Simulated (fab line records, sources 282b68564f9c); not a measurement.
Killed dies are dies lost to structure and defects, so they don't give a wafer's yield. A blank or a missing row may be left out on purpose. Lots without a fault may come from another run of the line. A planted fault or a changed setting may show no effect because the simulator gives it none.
Which tool did it? | flow rit_cmos | 14 lots, 42 wafers sampled, at 3 steps of a route of 202

WHAT THE GAUGES READ, wafer by wafer
RIT_PRETRO_TW_MEAS_10. Usual: PRETRO_TW 476.5, standard deviation 2.9.
lot  | measured    | on            | PRETRO_TW         | flag
L957 | day 2 14:19 | film_metro-02 | 473.1 471.9 476.3 |
L958 | day 2 17:48 | film_metro-03 | 473.7 479.8 476.8 |
L959 | day 2 22:27 | film_metro-04 | 476.6 478.7 476.4 |
L960 | day 3 11:47 | film_metro-04 | 476.2 474.2 475.9 |
L961 | day 3 16:57 | film_metro-04 | 479.7 477.5 478.3 |
L962 | day 3 23:27 | film_metro-02 | 476.7 472.0 470.4 |
L963 | day 4 03:42 | film_metro-03 | 483.0 482.2 483.1 |
L966 | day 4 10:44 | film_metro-03 | 480.0 480.3 479.8 |
L968 | day 5 00:02 | film_metro-02 | 476.2 477.4 477.0 |
L969 | day 5 03:00 | film_metro-02 | 474.9 475.7 477.5 |
L970 | day 5 08:15 | film_metro-02 | 477.8 474.6 477.7 |
L971 | day 5 12:59 | film_metro-02 | 476.5 479.1 476.7 |
L972 | day 5 18:10 | film_metro-04 | 475.7 472.8 477.4 |
L973 | day 5 23:34 | film_metro-02 | 477.9 476.0 475.3 |

RIT_SILICIDE_THK_MEAS_03: measures by xrf. Usual: SILICIDE_TI_THK 30.3 nm, standard deviation 0.34.
lot  | measured    | on            | SILICIDE_TI_THK (nm) | flag
L957 | day 3 11:29 | film_metro-04 | 30.3 30.3 30.4       |
L958 | day 4 00:04 | film_metro-02 | 29.7 29.4 30.0       |
L959 | day 4 01:52 | film_metro-02 | 30.3 30.4 30.2       |
L960 | day 4 10:17 | film_metro-02 | 30.4 30.0 29.8       |
L961 | day 4 16:18 | film_metro-01 | 30.8 30.6 30.4       |
L962 | day 4 23:17 | film_metro-04 | 30.0 30.5 30.4       |
L963 | day 5 01:37 | film_metro-04 | 30.5 30.7 30.8       |
L966 | day 5 10:32 | film_metro-02 | 30.4 30.5 30.3       |
L968 | day 5 19:11 | film_metro-02 | 30.6 30.5 30.4       |
L969 | day 6 01:18 | film_metro-04 | 31.1 30.8 30.6       |
L970 | day 6 03:08 | film_metro-04 | 30.5 30.7 30.6       |
L971 | day 6 09:49 | film_metro-01 | 30.8 30.8 30.7       |
L972 | day 6 13:38 | film_metro-02 | 30.4 30.2 29.8       |
L973 | day 6 19:26 | film_metro-04 | 30.2 30.2 30.4       |

WHICH TOOL RAN EACH LOT (tool, then ch and the chambers of the sampled wafers, then the start)
lot  | RIT_SILICIDE_SPUTTER_01
L957 | pvd_sputter-01, day 3 11:13
L958 | pvd_sputter-02, day 3 23:48
L959 | pvd_sputter-01, day 4 01:36
L960 | pvd_sputter-02, day 4 10:01
L961 | pvd_sputter-01, day 4 16:02
L962 | pvd_sputter-02, day 4 23:00
L963 | pvd_sputter-04, day 5 01:20
L966 | pvd_sputter-01, day 5 10:14
L968 | pvd_sputter-01, day 5 18:54
L969 | pvd_sputter-02, day 6 01:00
L970 | pvd_sputter-01, day 6 02:50
L971 | pvd_sputter-02, day 6 09:33
L972 | pvd_sputter-01, day 6 13:21
L973 | pvd_sputter-02, day 6 19:10
- RIT_SILICIDE_SPUTTER_01: material Ti, target thk 30 nm, time 240 s.

WHAT THE TOOLS THEMSELVES READ (means of the sampled wafers that have a number; where no wafer has one, the mark that the record gives instead)
RIT_SILICIDE_SPUTTER_01. Usual: throttle_valve_pct 30.0 %, standard deviation 1.1.
lot  | tool           | throttle_valve_pct (%) | flag
L957 | pvd_sputter-01 | 30.5                   |
L958 | pvd_sputter-02 | 28.7                   |
L959 | pvd_sputter-01 | 31.3                   |
L960 | pvd_sputter-02 | 29.2                   |
L961 | pvd_sputter-01 | 30.7                   |
L962 | pvd_sputter-02 | 29.5                   |
L963 | pvd_sputter-04 | 30.7                   |
L966 | pvd_sputter-01 | 31.3                   |
L968 | pvd_sputter-01 | 30.5                   |
L969 | pvd_sputter-02 | 29.4                   |
L970 | pvd_sputter-01 | 31.4                   |
L971 | pvd_sputter-02 | 28.9                   |
L972 | pvd_sputter-01 | 30.7                   |
L973 | pvd_sputter-02 | 29.1                   |

THE ANSWER, worked out from the rows above alone
Rule: a lot is off if the mean of its wafers that have a number lies more than 3 standard deviations from the usual mean. A lot without any number at a reading at which 4 lots or more have one is off too. The other lots that the step has rows for count as sound. The gauges are gone through in route order, then the tools' own readings, and for those a lot's mean is taken as printed above. The first step at which some lot is off is used, and at that step the reading that is off furthest; a lot without a number counts as furthest.
No lot is off at any reading shown: from this, nothing can be told.

WHAT THE SIMULATOR HAD PUT IN
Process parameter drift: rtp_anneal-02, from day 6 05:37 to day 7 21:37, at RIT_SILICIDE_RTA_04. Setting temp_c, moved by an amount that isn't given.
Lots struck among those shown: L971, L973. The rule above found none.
